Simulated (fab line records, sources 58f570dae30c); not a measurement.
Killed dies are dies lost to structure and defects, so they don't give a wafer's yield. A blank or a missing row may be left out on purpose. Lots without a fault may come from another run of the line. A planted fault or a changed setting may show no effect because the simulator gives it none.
One fault seen from 2 desks | flow berkeley_cmos170 | each desk has only its own numbers; what lay behind them comes last

THE TOOL OWNER'S DESK: litho_track-03
The tool's own readings at UCB170_M3_PEB_13: means of the sampled wafers that have a number, for each lot that ran on this tool. A lot is out of limits, marked OUT, if its mean lies more than 4 standard deviations from the usual mean; the brackets give that distance.
Columns: A = heater_power_total_W at UCB170_M3_PEB_13, usual 56.80 W; B = plate_temp_C at UCB170_M3_PEB_13, usual 130.03 C
lot  | first seen here | A                | B
L329 | day 9 15:31     | 56.78            | 129.78
L333 | day 10 17:03    | 56.45 (-8.1) OUT | 129.45
L336 | day 11 04:13    | 56.45 (-8.1) OUT | 129.36 (-4.5) OUT
This desk's finding: out of limits on L333, L336; first on L333, day 10 17:03 (heater_power_total_W at UCB170_M3_PEB_13). In limits: L329.

THE METROLOGY DESK
What the gauges read, lot by lot, whatever tool the lot ran on: means of the sampled wafers that have a number. A lot is out of limits, marked OUT, if its mean lies more than 4 standard deviations from the usual mean; the brackets give that distance.
Columns: A = M3_AL_RS at UCB170_M3_RS_MEAS_02, usual 0.0322 ohm/sq; B = M3_AL_THK at UCB170_M3_THK_MEAS_03, usual 893 nm; C = cd_nm at UCB170_M3_CD_MEAS_15, usual 700.0 nm; D = M3_OVL at UCB170_M3_OVL_MEAS_16, usual 1 nm
lot  | first seen here | A      | B   | C     | D
L326 | day 9 03:36     | 0.0320 | 908 | 699.8 | 3
L329 | day 9 13:52     | 0.0326 | 892 | 698.6 | -6
L333 | day 10 15:24    | 0.0327 | 869 | 704.1 | -3
L336 | day 11 02:42    | 0.0320 | 898 | 701.9 | 3
L337 | day 11 14:52    | 0.0324 | 889 | 700.7 | 0
L346 | day 13 11:22    | 0.0322 | 891 | 697.9 | 2
This desk's finding: nothing out of limits on any of the 6 lots.

PUT TOGETHER
The tool owner's desk could have raised an alarm at day 10 17:03, on L333, L336.
The metrology desk saw nothing out of limits.
The metrology desk has L333, L336 on record, within its limits.
Of the lots named, all ran UCB170_M3_PEB_13 on litho_track-03.

WHAT THE SIMULATOR HAD PUT IN
Process parameter drift: litho_track-03, from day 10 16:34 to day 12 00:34, at UCB170_M3_PEB_13. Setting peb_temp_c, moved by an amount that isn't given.
Lots struck among those shown: L333, L336.
Hours from the fault's start to each desk's first reading out of limits: the tool owner's desk, 0.
